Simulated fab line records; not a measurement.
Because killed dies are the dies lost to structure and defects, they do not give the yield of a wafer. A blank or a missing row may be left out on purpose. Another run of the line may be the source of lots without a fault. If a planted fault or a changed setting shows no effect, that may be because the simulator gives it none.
The same fault as seen by 2 desks | flow berkeleyCmos170 | numbers are kept per desk, each desk with only its own; the story behind them comes last

## THE METROLOGY DESK
Means of the sampled wafers that have a number, per lot and without regard to the tool the lot ran on: this is what the gauges read. The brackets show how far a lot's mean lies from the usual mean; more than 4 standard deviations puts the lot out of limits, marked OUT.
Columns: A = ACTIVE_OVL at UCB170_ACTIVE_OVL_MEAS_14, usual 0 nm; B = cdNm at UCB170_GATE_CD_MEAS_12, usual 349.7 nm
lot  | first seen here | A   | B
L497 | day 4 16:07     | -1  | 351.7
L496 | day 4 16:10     | 9   | 351.3
L500 | day 5 15:53     | -1  | 350.6
L499 | day 5 16:34     | -9  | 349.4
L501 | day 6 07:07     | -10 | 348.8
L502 | day 6 08:02     | -4  | 351.0
L504 | day 6 13:58     | 7   | 350.4
L506 | day 6 21:26     | 1   | 348.1
L507 | day 7 04:04     | 4   | 350.3
L510 | day 7 13:55     | 1   | 352.1
L509 | day 7 14:03     | -2  | 350.1
L513 | day 8 18:02     | 1   | 348.7
L516 | day 8 18:12     | -2  | 349.6
L518 | day 9 12:07     | 1   | 347.9
This desk's finding: nothing out of limits on any of the 14 lots.

## FOR THE TOOL OWNER'S DESK: rieMetal-02
The tool's own readings at UCB170_M2_METAL_ETCH_18 (etches Al in Cl2/BCl3, stops on SiO2, target depth 1170 nm, time 195 s): means of the sampled wafers that have a number, for each lot that ran on this tool. The brackets show how far a lot's mean lies from the usual mean; more than 4 standard deviations puts the lot out of limits, marked OUT.
Columns: A = biasW at UCB170_M2_METAL_ETCH_18, usual 120.0 W; B = chamberPressureMTorr at UCB170_M2_METAL_ETCH_18, usual 12.000 mTorr; C = drypumpMotorCurrentA at UCB170_M2_METAL_ETCH_18, usual 5.8 A; D = oesProductAu at UCB170_M2_METAL_ETCH_18, usual 0.839 a.u.; E = throttleValvePct at UCB170_M2_METAL_ETCH_18, usual 24.41 %
lot  | first seen here | A     | B                       | C   | D     | E
L501 | day 9 18:16     | 119.6 | 12.007                  | 5.5 | 0.844 | 24.30
L504 | day 10 10:24    | 120.2 | 12.006                  | 5.5 | 0.848 | 24.22
L507 | day 10 16:18    | 119.7 | 11.999                  | 5.5 | 0.841 | 24.27
L506 | day 10 20:10    | 120.0 | 8.001 (-99 or more) OUT | 5.5 | 0.855 | 24.26
L510 | day 11 06:02    | 119.9 | 6.009 (-99 or more) OUT | 5.5 | 0.845 | 24.32
This desk's finding: out of limits on L506, L510; first on L506, day 10 20:10 (chamberPressureMTorr at UCB170_M2_METAL_ETCH_18). In limits: L501, L504, L507.

## TAKEN TOGETHER
The tool owner's desk could have raised an alarm at day 10 20:10, on L506, L510.
At the metrology desk, nothing out of limits was observed.
The metrology desk has L506, L510 on record, within its limits.
All the named lots went through UCB170_M2_METAL_ETCH_18 on rieMetal-02.

## WHAT THE SIMULATOR PUT IN
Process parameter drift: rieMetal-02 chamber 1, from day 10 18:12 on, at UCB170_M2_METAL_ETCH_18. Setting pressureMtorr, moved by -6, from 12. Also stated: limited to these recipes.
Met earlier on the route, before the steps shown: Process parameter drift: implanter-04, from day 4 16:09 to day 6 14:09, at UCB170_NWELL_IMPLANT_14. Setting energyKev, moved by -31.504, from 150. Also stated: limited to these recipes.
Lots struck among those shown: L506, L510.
Time in hours from fault onset to the first out-of-limits reading at each desk: the tool owner's desk, 2.
